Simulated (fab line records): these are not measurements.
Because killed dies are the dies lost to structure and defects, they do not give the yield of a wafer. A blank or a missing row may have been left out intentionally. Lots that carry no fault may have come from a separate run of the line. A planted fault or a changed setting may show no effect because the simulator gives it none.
Struck lot and sound lot, side by side -- flow ritCmos -- 43 out of 202 route steps
Sound: wafers L342.4, L342.5, L342.6. Struck: wafers L348.1, L348.2, L348.5. The cause is named last.
Per side, at each step with rows, come the tool, then ch with its chambers, and then its first start. Under that, the readings that differ: sound wafers -- struck wafers -- difference of the means -- sigmas: that difference in standard deviations of wafers without a fault.
alike: same words and numbers on both sides, and readings whose means sit less than 2 such deviations apart. not compared: any withheld reading, any reading some wafer has no value for, any bound like >300 that may hide the same value, and any number with overlapping values for which the record gives no deviation.
Wherever a step has rows on one side only, a row that says differs or no value, or a row with sigmas, the two part there. Numbers that have no deviation but don't overlap get no sigmas and don't part them. A reading that every wafer of one side lacks parts them only if that side has two wafers or more.

first, 1 step without rows for these wafers: RIT_ACTIVE_DEVELOP_10 (develop time 50 s).
RIT_ACTIVE_CD_MEAS_11: target cd 1400 nm.
  sound on cdSem-01 at day 4 09:08; struck on cdSem-02 at day 5 13:34
reading,sound,struck,difference,sigmas
cdNm (nm),1398.3 1400.1 1400.0,1403.7 1406.1 1404.6,+5.3,+3
then, 1 step without rows for these wafers: RIT_ACTIVE_HARDBAKE_12 (time 60 s).
RIT_ACTIVE_ETCH_13: etches Si3N4 in SF6, stops on SiO2, time 210 s, target depth 210 nm.
  sound on rieDiel-01 ch 0,1,3, day 4 09:21; struck on rieDiel-04 ch 1,2, day 5 13:50
  alike: drypumpMotorCurrentA, oesProductAu, throttleValvePct
  not compared: rfHoursCounterH
RIT_ACTIVE_STRIP_14: strips in O2, time 180 s.
  sound on plasmaAsher-02 ch 0,1, day 4 09:32; struck on plasmaAsher-02 ch 0,1, day 5 13:58
  alike: drypumpMotorCurrentA
  not compared: rfHoursCounterH
RIT_ACTIVE_CD_MEAS_90: target cd 1400 nm.
  sound on cdSem-02 at day 4 09:43; struck on cdSem-01 at day 5 14:08
reading,sound,struck,difference,sigmas
cdNm (nm),1398.4 1400.4 1400.2,1403.3 1406.6 1404.5,+5.1,+2
then, 4 steps without rows for these wafers: RIT_ACTIVE_CLEAN_15 (cleans in SC1, time 600 s); RIT_ACTIVE_CLEAN_16 (cleans in dHF, time 30 s); RIT_ACTIVE_CLEAN_17 (cleans in SC2, time 600 s); RIT_FOX1_OXIDATION_00 (target thk 350.7 nm, ox time 1130 s).
RIT_FOX1_THK_MEAS_01:
  sound on filmMetro-02 at day 4 13:37; struck on filmMetro-01 at day 5 17:13
  alike: FOX1_OXIDE_THK
then, 1 step without rows for these wafers: RIT_FOX1_WET_ETCH_02 (etches SiO2 in BOE, target depth 350 nm, time 390 s).
RIT_FOX2_OXIDATION_00: target thk 350.7 nm, ox time 1130 s.
  sound on furnace-04 ch 0, day 4 15:03; struck on furnace-04 ch 0, day 5 17:23
  alike: oxTempCMax, tube_center_temp_C_max
RIT_FOX2_THK_MEAS_01:
  sound on filmMetro-01 at day 4 16:24; struck on filmMetro-01 at day 5 18:42
  alike: FOX2_OXIDE_THK
then, 2 steps without rows for these wafers: RIT_FOX2_CLEAN_02 (cleans in dHF, time 180 s); RIT_FOX2_WET_ETCH_03 (etches Si3N4 in H3PO4, target depth 195 nm, time 2700 s).
RIT_FOX2_THK_MEAS_90:
  sound on filmMetro-03 at day 4 17:16; struck on filmMetro-04 at day 5 19:39
  alike: FIELD_OXIDE_LEFT_1_THK
then, 6 steps without rows for these wafers: RIT_NWELL_HMDS_00 (prime time 62.45 s); RIT_NWELL_COAT_01 (resist thk 1300 nm); RIT_NWELL_SOFTBAKE_02 (time 60 s); RIT_NWELL_EXPOSE_03 (exposes mask M2, target cd 43900 nm); RIT_NWELL_PEB_04; RIT_NWELL_DEVELOP_05 (develop time 68 s).
RIT_NWELL_OVL_MEAS_06:
  sound on overlay-01 at day 4 18:12; struck on overlay-02 at day 5 20:38
  alike: NWELL_OVL
then, 2 steps without rows for these wafers: RIT_NWELL_HARDBAKE_07 (time 120 s); RIT_NWELL_IMPLANT_08.
RIT_NWELL_STRIP_09: strips in O2, time 180 s.
  sound on plasmaAsher-02 ch 0,1, day 4 18:55; struck on plasmaAsher-02 ch 0,1, day 5 21:04
  alike: drypumpMotorCurrentA
  not compared: rfHoursCounterH
RIT_NWELL_TW_MEAS_10:
  sound on filmMetro-02 at day 4 19:03; struck on filmMetro-02 at day 5 21:15
  alike: NWELL_TW
then, 6 steps without rows for these wafers: RIT_PWELL_HMDS_00 (prime time 60 s); RIT_PWELL_COAT_01 (resist thk 1300 nm); RIT_PWELL_SOFTBAKE_02 (time 60 s); RIT_PWELL_EXPOSE_03 (exposes mask M3, target cd 43700 nm); RIT_PWELL_PEB_04; RIT_PWELL_DEVELOP_05 (develop time 68 s).
RIT_PWELL_OVL_MEAS_06:
  sound on overlay-01 at day 4 20:32; struck on overlay-01 at day 5 22:31
  alike: PWELL_OVL
then, 2 steps without rows for these wafers: RIT_PWELL_HARDBAKE_07 (time 120 s); RIT_PWELL_IMPLANT_08.
RIT_PWELL_STRIP_09: strips in O2, time 180 s.
  sound on plasmaAsher-01 ch 0,1, day 4 21:00; struck on plasmaAsher-03 ch 0,1, day 5 22:58
  alike: drypumpMotorCurrentA
  not compared: rfHoursCounterH
RIT_PWELL_TW_MEAS_10:
  sound on filmMetro-02 at day 4 21:09; struck on filmMetro-02 at day 5 23:08
  alike: PWELL_TW
then, 1 step without rows for these wafers: RIT_WELLDRIVE_ANNEAL_00 (time 14700 s).
RIT_WELLDRIVE_RS_MEAS_01: measures by four-point-probe.
  sound on filmMetro-04 at day 5 02:27; struck on filmMetro-01 at day 6 04:17
  alike: NWELL_RS
RIT_WELLDRIVE_RS_MEAS_02: measures by four-point-probe.
  sound on filmMetro-04 at day 5 02:34; struck on filmMetro-01 at day 6 04:24
  alike: PWELL_RS
RIT_M1_PROBE_99:
  sound on prober-01 at day 7 14:53; struck on prober-02 at day 7 15:20
reading,sound,struck,difference,sigmas
model.etest.pmos_0p15.gateLog10ACm2,-6.033 -6.065 -6.12,-2.771 -2.91 -2.654,+3.294,
model.etest.nmos_0p15.gateLog10ACm2,-4.836 -5.029 -5.114,-2.229 -2.222 -1.984,+2.848,
model.etest.gateToDiffusionComb.leakLog10AUm,-11.77 -11.9 -12.03,-9.256 -9.181 -8.909,+2.785,
model.etest.diodeNwellSub.leakLog10ACm2,-7.548 -7.482 -7.808,-5.883 -5.924 -5.792,+1.746,
model.etest.nmos_0p15.gateBvV (V),4.696 4.676 4.712,3.409 3.436 3.382,-1.286,
model.etest.pmos_0p15.gateBvV (V),4.594 4.577 4.632,3.328 3.323 3.285,-1.289,
model.etest.pmos_0p15.bvV (V),5.598 5.561 5.619,4.495 4.493 4.455,-1.112,
model.etest.pmos_0p3.bvV (V),5.596 5.561 5.618,4.495 4.493 4.455,-1.111,
  alike: killedAtContacts, killedAtFrontEnd, killedDies, killedOpen, killedShort

WHERE THEY PART
At RIT_ACTIVE_CD_MEAS_11 first; at RIT_ACTIVE_CD_MEAS_90 last (within this record only). Later steps at which nothing parts them and some readings are alike: RIT_FOX1_THK_MEAS_01, RIT_FOX2_OXIDATION_00, RIT_FOX2_THK_MEAS_01, RIT_FOX2_THK_MEAS_90, RIT_NWELL_OVL_MEAS_06, RIT_NWELL_STRIP_09, RIT_NWELL_TW_MEAS_10, RIT_PWELL_OVL_MEAS_06, RIT_PWELL_STRIP_09, RIT_PWELL_TW_MEAS_10, RIT_WELLDRIVE_RS_MEAS_01, RIT_WELLDRIVE_RS_MEAS_02, RIT_M1_PROBE_99.

WHY: what had been put in by the simulator
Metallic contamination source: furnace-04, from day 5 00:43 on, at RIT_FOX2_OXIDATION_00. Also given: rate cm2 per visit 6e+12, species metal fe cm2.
